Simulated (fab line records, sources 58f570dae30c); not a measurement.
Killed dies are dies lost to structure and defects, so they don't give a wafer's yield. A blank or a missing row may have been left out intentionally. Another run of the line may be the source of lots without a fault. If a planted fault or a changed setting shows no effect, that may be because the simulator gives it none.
Problem report in the 8D (eight disciplines) form, filled by code :: flow berkeley_cmos170 :: the parts of the form that need people (team, actions taken, sign-off) are left out

1. WHAT IS WRONG
dose_ions_cm2 at UCB170_NWELL_IMPLANT_14 reads a mean of 9.801e+12 on 6 wafers of 2 lots; wafers without a fault read 9.997e+12 with a standard deviation of 1.1e+10. Relative to the usual mean, that is a shift of -18 standard deviations.
First seen on wafer L543.1, day 4 04:56, on implanter-04. The record has a number at this step for 42 wafers belonging to 14 lots. The rule behind "out" and "out of limits": a value lying over 4 standard deviations away from the usual mean. The other wafers with a number count as sound.

2. WHAT IT IS AND WHAT IT IS NOT
question: which readings at this step
is: dose_ions_cm2
is not: -

question: which lots
is: L543, L545
is not: L534, L535, L537, L544, L546, L547, L548, L550, L552, L554, L555, L557

question: which wafers of those lots
is: all that have a number
is not: -

question: read on which tools
is: implanter-04
is not: implanter-02, implanter-03

question: when
is: from day 4 04:56
is not: up to then (9 sound wafers); but 27 sound wafers of L544, L546, L547, L548, L550, L552, L554, L555, L557 came after

3. SUSPECTS, AND WHAT RULES EACH OUT
Counting: a tool at any process step up to the reading remains a suspect when it ran all the lots that are out and ran no sound lot after the first of those.
- implanter-04 at UCB170_NWELL_IMPLANT_14: kept. It ran every lot that is out, first L543 (day 4 04:56), and no sound lot after that. On those wafers its own readings are out: dose_ions_cm2.
After counting, what remains is implanter-04 at UCB170_NWELL_IMPLANT_14.

4. THE CAUSE (what the simulator had put in)
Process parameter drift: implanter-04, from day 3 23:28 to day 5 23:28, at UCB170_NWELL_IMPLANT_14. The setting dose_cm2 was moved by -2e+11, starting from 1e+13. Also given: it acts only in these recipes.
Counting left only this tool.

5. THE EFFECT CHAIN, in route order
One row per reading whose mean, taken over the struck wafers that have a number, lies over 3 standard deviations from the usual. Readings are gone through only where the record gives a usual standard deviation; hours: the median, over the lots, of the time from a lot's start at the first step in this table giving one to that lot's start at this step; sigmas: the change measured in usual standard deviations.
hours: 0
step: UCB170_NWELL_IMPLANT_14
reading: dose_ions_cm2
usual: 9.997e+12
on struck wafers: 9.801e+12
change: -1.962e+11
sigmas: -18
The process steps in it:
- UCB170_NWELL_IMPLANT_14
At these later measuring or inspecting steps, every struck wafer for which the step has a row has a number for every such reading, and none has moved that far: UCB170_ACTIVE_CD_MEAS_90, UCB170_SACOX_THK_MEAS_02, UCB170_SCREENOX_THK_MEAS_02.

6. WHAT WOULD HAVE CAUGHT IT SOONER
First out-of-limits reading in this record: day 4 04:56, which is 5 hours after fault onset at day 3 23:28.
